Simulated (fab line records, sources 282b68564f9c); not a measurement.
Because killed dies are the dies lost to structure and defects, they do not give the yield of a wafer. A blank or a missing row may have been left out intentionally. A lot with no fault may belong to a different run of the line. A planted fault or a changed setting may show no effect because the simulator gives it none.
fab line records	flow rit-cmos
[record] lots = 13	wafers = 39	last-day = 7
route steps=202 shown NRETRO@59 GATE@84 NLDD@109 CONTACT@177
lots untouched by any fault: they come from a run of this same line in which no faults occurred
start-h: the number of hours between the record's first day and the start of the first shown wafer of the lot	wait-h: hours from the lot's prior step to this one	" same as the row above	L1.1+2: a row that stands for several wafers	- no value present, or no start provided	* or withheld: withheld	< > ~ a bound
route shown NAME@n: NAME is a module with steps in the file, n the number in the route of the first one	usual: average and standard deviation across the fault-free wafers	same: alike in all rows	chamber/n: place in a boat	sites: each site's reading	_std_site: standard deviation of those values	_edge_site: inner sites' mean taken away from outer sites' mean	radius-mm: how far each site lies from the wafer's centre	mask NAME#n: copy n	behind: the tool/chamber that last shaped the wafer	hold: why the lot was held/for how many hours/how that ended	device: the n, p or np transistor that did not switch	end of line: the tests these same wafers got at the end of their route	for a step that has no rows: nothing shown but its recipe	killed: dies lost to structure and defects at the first sort, not the wafer's yield	map: per-die view of a wafer (x killed, . not killed, _ where there is no die)
set.NAME: the run value of the setting; set.NAME@STEP: its run value at that earlier step	model.NAME: the simulator's own value behind a step, which no gauge read
a sample of lots followed through the steps of the route, with each step as a table and each wafer as a row
services: when a tool's chamber went out of use (start-h, in hours from the record's first day, below 0 if earlier), for how many hours, and the reason
[[steps]]
[step RIT_NRETRO_OVL_MEAS_06]
[usual] NRETRO_OVL = -0.8/1.2
lot.wafer	tool	chamber	start-h	wait-h	NRETRO_OVL[nm]
L214.2	overlay-02	-	30.54	-	-1.5
L214.3	"	-	"	"	-1.3
L214.6	"	-	"	"	-2.3
L216.1	overlay-01	-	39.86	-	-0.2
L216.2	"	-	"	"	1.5
L216.3	"	-	"	"	-0.3
L217.2	overlay-01	-	46.58	-	1.5
L217.3	"	-	"	"	-1.2
L217.5	"	-	"	"	1.7
L218.2	overlay-02	-	49.97	-	-1.1
L218.3	"	-	"	"	-0.9
L218.6	"	-	"	"	-1.4
L219.3	overlay-02	-	54.97	-	-1.8
L219.4	"	-	"	"	-1.3
L219.6	"	-	"	"	-1.8
L224.3	overlay-01	-	79.27	-	-0.4
L224.4	"	-	"	"	-1.8
L224.6	"	-	"	"	-1.6
L227.3	overlay-02	-	96.81	-	-3.2
L227.4	"	-	"	"	0.0
L227.6	"	-	"	"	-3.7
L228.3	overlay-02	-	100.29	-	0.8
L228.5	"	-	"	"	-2.0
L228.6	"	-	"	"	-1.6
L231.1	overlay-02	-	115.15	-	-1.1
L231.4	"	-	"	"	-1.5
L231.6	"	-	"	"	-2.0
L232.2	overlay-02	-	121.37	-	-2.8
L232.3	"	-	"	"	-0.9
L232.5	"	-	"	"	-2.0
L233.1	overlay-02	-	125.18	-	-0.9
L233.3	"	-	"	"	-2.3
L233.6	"	-	"	"	-1.7
L234.3	overlay-01	-	128.82	-	0.2
L234.5	"	-	"	"	-1.5
L234.6	"	-	"	"	0.0
L235.4	overlay-02	-	134.74	-	-0.2
L235.5	"	-	"	"	1.8
L235.6	"	-	"	"	0.9
[step RIT_GATE_CVD_08]
[recipe] material = poly-Si	target-thk-nm = 250	temp-c = 610	precursor = SiH4	time-s = 2220	pressure-mtorr = 300	sih4-flow-sccm = 100
[usual] spike-tc-centre-C = 613.5/1.3	spike-tc-load-C = 633.7/1.7	spike-tc-source-C = 629/4.5	susceptor-temp-C = 610.04/0.28	zone-power-source-pct = 12.3/0.75
lot.wafer	tool	chamber	start-h	wait-h	spike-tc-centre-C	spike-tc-load-C	spike-tc-source-C	susceptor-temp-C	zone-power-source-pct
L214.2	lpcvd-02	1	36.23	0.0	614.7	634.7	624	610.02	13.0
L214.3	"	1	"	"	613.5	635.4	624	609.94	12.9
L214.6	"	1	"	"	614.0	636.7	625	610.34	13.1
L216.1	lpcvd-02	1	51.03	7.0	614.1	634.4	625	609.89	13.1
L216.2	"	1	"	"	614.5	634.3	626	610.03	12.9
L216.3	"	1	"	"	613.8	636.4	626	609.93	13.0
L217.2	lpcvd-02	1	51.03	0.1	614.6	635.2	625	610.23	12.8
L217.3	"	1	"	"	612.8	636.2	627	610.02	13.1
L217.5	"	1	"	"	613.9	632.7	626	609.71	12.9
L218.2	lpcvd-01	0	55.27	0.6	614.2	629.5	627	610.07	11.0
L218.3	"	0	"	"	615.2	632.6	627	610.25	11.0
L218.6	"	0	"	"	615.0	630.8	627	609.80	10.9
L219.3	lpcvd-01	1	59.54	0.0	613.3	632.2	638	609.84	12.0
L219.4	"	1	"	"	614.7	631.4	638	609.78	11.6
L219.6	"	1	"	"	613.6	633.2	635	609.87	11.8
L224.3	lpcvd-02	0	84.58	0.1	613.6	633.6	628	610.65	13.0
L224.4	"	0	"	"	611.8	633.4	628	610.03	12.8
L224.6	"	0	"	"	612.2	632.9	628	610.17	13.1
L227.3	lpcvd-02	0	101.32	0.0	589.6	610.0	602	586.19	11.9
L227.4	"	0	"	"	588.4	609.8	602	586.13	12.0
L227.6	"	0	"	"	587.5	607.3	603	586.27	12.0
L228.3	lpcvd-01	1	104.72	0.0	613.2	632.4	635	609.91	11.5
L228.5	"	1	"	"	612.3	632.3	638	610.21	11.8
L228.6	"	1	"	"	613.8	633.3	636	610.08	11.8
L231.1	lpcvd-02	1	120.10	0.1	614.7	634.9	626	610.32	12.8
L231.4	"	1	"	"	614.8	636.9	624	610.45	12.9
L231.6	"	1	"	"	614.8	634.6	627	610.47	12.7
L232.2	lpcvd-01	1	125.85	0.0	613.8	633.1	636	609.93	11.6
L232.3	"	1	"	"	614.7	632.7	635	609.56	11.9
L232.5	"	1	"	"	614.9	630.8	635	610.27	11.6
L233.1	lpcvd-01	0	129.39	0.1	615.2	632.1	626	610.22	10.9
L233.3	"	0	"	"	612.8	634.0	626	610.33	10.8
L233.6	"	0	"	"	613.0	633.1	626	610.11	10.8
L234.3	lpcvd-01	1	133.53	0.2	613.5	632.9	635	610.44	11.6
L234.5	"	1	"	"	615.7	631.2	637	610.42	11.8
L234.6	"	1	"	"	613.3	632.8	637	610.56	11.8
L235.4	lpcvd-01	1	140.27	0.0	615.0	633.2	637	609.90	11.6
L235.5	"	1	"	"	615.7	633.0	635	609.89	11.7
L235.6	"	1	"	"	614.7	632.4	636	609.86	11.7
[step RIT_GATE_THK_MEAS_09]
[recipe] reads = poly-Si_of_GATE_CVD_08
[usual] GATE_POLY_THK = 250.0/2.9
lot.wafer	tool	chamber	start-h	wait-h	GATE_POLY_THK[nm]
L214.2	film-metro-01	-	37.85	0.0	244.0
L214.3	"	-	"	"	245.1
L214.6	"	-	"	"	242.6
L216.1	film-metro-04	-	53.45	0.0	253.2
L216.2	"	-	"	"	250.9
L216.3	"	-	"	"	252.6
L217.2	film-metro-04	-	53.52	0.1	247.0
L217.3	"	-	"	"	245.5
L217.5	"	-	"	"	247.1
L218.2	film-metro-01	-	57.71	0.0	252.1
L218.3	"	-	"	"	251.4
L218.6	"	-	"	"	250.7
L219.3	film-metro-04	-	61.99	0.0	249.6
L219.4	"	-	"	"	253.1
L219.6	"	-	"	"	250.5
L224.3	film-metro-03	-	86.21	0.0	251.9
L224.4	"	-	"	"	250.9
L224.6	"	-	"	"	251.5
L227.3	film-metro-04	-	103.76	0.0	134.7
L227.4	"	-	"	"	134.8
L227.6	"	-	"	"	136.3
L228.3	film-metro-01	-	106.35	0.0	250.5
L228.5	"	-	"	"	250.6
L228.6	"	-	"	"	251.5
L231.1	film-metro-01	-	122.52	0.0	252.2
L231.4	"	-	"	"	250.9
L231.6	"	-	"	"	252.6
L232.2	film-metro-01	-	127.47	0.0	251.0
L232.3	"	-	"	"	251.0
L232.5	"	-	"	"	252.9
L233.1	film-metro-01	-	131.00	0.0	248.3
L233.3	"	-	"	"	252.8
L233.6	"	-	"	"	251.9
L234.3	film-metro-01	-	135.17	0.0	251.7
L234.5	"	-	"	"	253.2
L234.6	"	-	"	"	253.7
L235.4	film-metro-03	-	141.92	0.0	250.6
L235.5	"	-	"	"	251.3
L235.6	"	-	"	"	251.2
[step RIT_GATE_ETCH_19]
[recipe] chemistry = SF6/CHF3/O2	time-s = 165	SF6_flow_sccm = 30	CHF3_flow_sccm = 30	O2_flow_sccm = 5	target = poly-Si	pressure-mtorr = 40	rf-w = 160	target-depth-a = 3125	over-etch-frac = 0.25	stop-on = SiO2
[usual] CHF3_flow_sccm = 30.00/0.084	drypump-motor-current-A = 5.9/0.37	oes-product-au = 0.845/0.015	throttle-valve-pct = 10.37/0.11
lot.wafer	tool	chamber	start-h	wait-h	CHF3_flow_sccm	drypump-motor-current-A	oes-product-au	rf-hours-counter-h	throttle-valve-pct
L214.2	rie-si-02	2	39.06	0.1	29.99	6.4	0.804	73	10.44
L214.3	"	0	"	"	30.13	5.8	0.845	0	10.33
L214.6	"	2	"	"	29.88	6.4	0.815	-	10.45
L216.1	rie-si-02	0	54.67	0.1	30.10	5.7	0.860	0	10.35
L216.2	"	3	"	"	29.90	5.8	0.824	77	10.26
L216.3	"	1	"	"	30.03	6.1	0.866	147	10.27
L217.2	rie-si-01	3	54.95	0.1	30.02	5.1	0.842	49	10.40
L217.3	"	1	"	"	30.04	5.8	0.826	51	10.47
L217.5	"	2	"	"	30.05	5.8	0.843	-	10.55
L218.2	rie-si-02	0	59.02	0.1	29.89	5.7	0.864	0	10.31
L218.3	"	1	"	"	30.11	6.1	0.863	147	10.28
L218.6	"	0	"	"	30.07	5.7	0.865	-	10.34
L219.3	rie-si-01	1	63.18	0.1	30.09	5.8	0.850	52	10.46
L219.4	"	2	"	"	30.03	5.8	0.847	70	10.56
L219.6	"	0	"	"	30.07	6.1	0.858	-	10.23
L224.3	rie-si-02	3	87.72	0.1	29.99	5.8	0.820	78	10.26
L224.4	"	0	"	"	30.14	5.7	0.861	1	10.33
L224.6	"	3	"	"	29.97	5.8	0.825	-	10.24
L227.3	rie-si-01	0	105.09	0.1	29.98	6.1	0.580	28	10.21
L227.4	"	3	"	"	30.05	5.1	0.575	49	10.40
L227.6	"	2	"	"	30.19	5.8	0.570	-	10.56
L228.3	rie-si-02	1	107.55	0.1	30.08	6.1	0.873	147	10.26
L228.5	"	1	"	"	29.93	6.1	0.864	-	10.26
L228.6	"	0	"	"	29.92	5.7	0.863	-	10.34
L231.1	rie-si-01	2	123.86	0.1	30.02	5.8	0.844	70	10.57
L231.4	"	1	"	"	29.90	5.8	0.839	52	10.46
L231.6	"	3	"	"	29.91	5.1	0.852	-	10.40
L232.2	rie-si-02	0	128.68	0.1	29.84	5.8	0.864	1	10.35
L232.3	"	2	"	"	29.98	6.5	0.829	74	10.43
L232.5	"	3	"	"	29.96	5.9	0.831	-	10.26
L233.1	rie-si-01	0	132.34	0.1	30.09	6.1	0.845	28	10.24
L233.3	"	1	"	"	30.04	5.8	0.854	52	10.47
L233.6	"	2	"	"	29.92	5.8	0.847	-	10.57
L234.3	rie-si-02	3	136.57	0.1	30.07	5.8	0.826	78	10.28
L234.5	"	2	"	"	29.92	6.5	0.834	-	10.45
L234.6	"	0	"	"	29.99	5.7	0.867	-	10.34
L235.4	rie-si-01	1	143.29	0.1	29.99	5.9	0.839	52	10.47
L235.5	"	3	"	"	29.81	5.1	0.849	-	10.39
L235.6	"	2	"	"	30.04	5.8	0.839	-	10.54
[step RIT_NLDD_OVL_MEAS_06]
[usual] NLDD_OVL = -0.6/1.5
lot.wafer	tool	chamber	start-h	wait-h	NLDD_OVL[nm]
L214.2	overlay-01	-	43.30	-	1.3
L214.3	"	-	"	"	0.6
L214.6	"	-	"	"	-0.2
L216.1	overlay-02	-	59.19	-	0.5
L216.2	"	-	"	"	1.1
L216.3	"	-	"	"	-1.0
L217.2	overlay-02	-	60.73	-	-2.6
L217.3	"	-	"	"	0.0
L217.5	"	-	"	"	-1.7
L218.2	overlay-02	-	63.29	-	0.8
L218.3	"	-	"	"	-1.1
L218.6	"	-	"	"	-0.7
L219.3	overlay-02	-	67.54	-	-1.6
L219.4	"	-	"	"	-0.4
L219.6	"	-	"	"	-0.3
L224.3	overlay-01	-	93.02	-	-0.5
L224.4	"	-	"	"	1.8
L224.6	"	-	"	"	0.0
L227.3	overlay-01	-	109.34	-	-1.1
L227.4	"	-	"	"	2.3
L227.6	"	-	"	"	0.3
L228.3	overlay-01	-	112.02	-	0.4
L228.5	"	-	"	"	-1.3
L228.6	"	-	"	"	-0.3
L231.1	overlay-02	-	128.66	-	0.1
L231.4	"	-	"	"	0.0
L231.6	"	-	"	"	0.8
L232.2	overlay-02	-	133.04	-	0.8
L232.3	"	-	"	"	1.2
L232.5	"	-	"	"	0.9
L233.1	overlay-02	-	136.94	-	-5.0
L233.3	"	-	"	"	-2.3
L233.6	"	-	"	"	-4.5
L234.3	overlay-01	-	142.13	-	0.2
L234.5	"	-	"	"	-0.9
L234.6	"	-	"	"	1.4
L235.4	overlay-02	-	147.65	-	0.0
L235.5	"	-	"	"	-0.6
L235.6	"	-	"	"	-0.7
[step RIT_CONTACT_OVL_MEAS_09]
[usual] CONTACT_OVL = -0.7/1.4
lot.wafer	tool	chamber	start-h	wait-h	CONTACT_OVL[nm]
L214.2	overlay-02	-	55.16	0.1	-1.1
L214.3	"	-	"	"	-1.9
L214.6	"	-	"	"	-1.6
L217.2	overlay-01	-	72.06	0.1	0.5
L217.3	"	-	"	"	-0.5
L217.5	"	-	"	"	-0.9
L216.1	overlay-01	-	72.42	0.1	0.0
L216.2	"	-	"	"	-1.5
L216.3	"	-	"	"	1.5
L218.2	overlay-02	-	73.70	0.1	-1.5
L218.3	"	-	"	"	-4.1
L218.6	"	-	"	"	-1.7
L219.3	overlay-01	-	78.19	0.1	-1.5
L219.4	"	-	"	"	-0.7
L219.6	"	-	"	"	1.7
L224.3	overlay-01	-	103.72	0.1	1.1
L224.4	"	-	"	"	-0.6
L224.6	"	-	"	"	1.1
L227.3	overlay-01	-	119.92	0.1	1.6
L227.4	"	-	"	"	0.0
L227.6	"	-	"	"	-1.4
L228.3	overlay-02	-	122.39	0.1	0.3
L228.5	"	-	"	"	-0.8
L228.6	"	-	"	"	1.5
L231.1	overlay-01	-	139.89	0.1	-1.0
L231.4	"	-	"	"	-1.5
L231.6	"	-	"	"	-1.8
L232.2	overlay-01	-	143.45	0.1	1.4
L232.3	"	-	"	"	0.1
L232.5	"	-	"	"	-1.4
L233.1	overlay-01	-	147.47	0.1	-2.2
L233.3	"	-	"	"	-0.4
L233.6	"	-	"	"	-1.6
L234.3	overlay-02	-	152.66	0.1	-1.3
L234.5	"	-	"	"	-0.5
L234.6	"	-	"	"	-2.3
L235.4	overlay-01	-	157.60	0.1	0.8
L235.5	"	-	"	"	0.2
L235.6	"	-	"	"	-0.4
[[services]]
tool	chamber	start-h	hours	kind
lpcvd-01	-	38.55	14.6	pm
rie-si-02	-	49.39	0.2	repair
rie-si-02	1	124.67	-	clean
rie-si-02	1	124.67	19.3	scheduled-down
rie-si-02	1	124.67	19.3	vent-cycle
[[key]]
[first-sign] step = RIT_GATE_CVD_08	reading = susceptor-temp-C	direction = down	sigmas = 86	usual = *	struck = *
[effect] step = RIT_GATE_CVD_08	reading = spike-tc-centre-C	direction = down	sigmas = 19	usual = 613.5	struck = 588.5
[effect] step = RIT_GATE_THK_MEAS_09	reading = GATE_POLY_THK	direction = down	sigmas = 40	usual = 250.0	struck = 135.3
[effect] step = RIT_GATE_ETCH_19	reading = oes-product-au	direction = down	sigmas = 18	usual = 0.845	struck = 0.575
met-at RIT_GATE_CVD_08
struck-lots L227
struck-wafers L227.3,L227.4,L227.6
tester-left-out L227
not-acting-at RIT_NRETRO_OVL_MEAS_06,RIT_NLDD_OVL_MEAS_06,RIT_CONTACT_OVL_MEAS_09
onset-between 84.58 101.32
[fault] kind = process-parameter-drift	tool = lpcvd-02	chamber = 0	onset-h = 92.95	steps = RIT_GATE_CVD_08	channel = temp-c	offset = *	shape = step	end-h = 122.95	acts-in = *	stated = *
// tester-left-out: of these lots the tester's yield and bins aren't shown, on N5 and GAA mostly nor the transistor test; their killed dies are dies lost to structure and defects alone, not to doping, threshold or leakage, so they don't give the yield
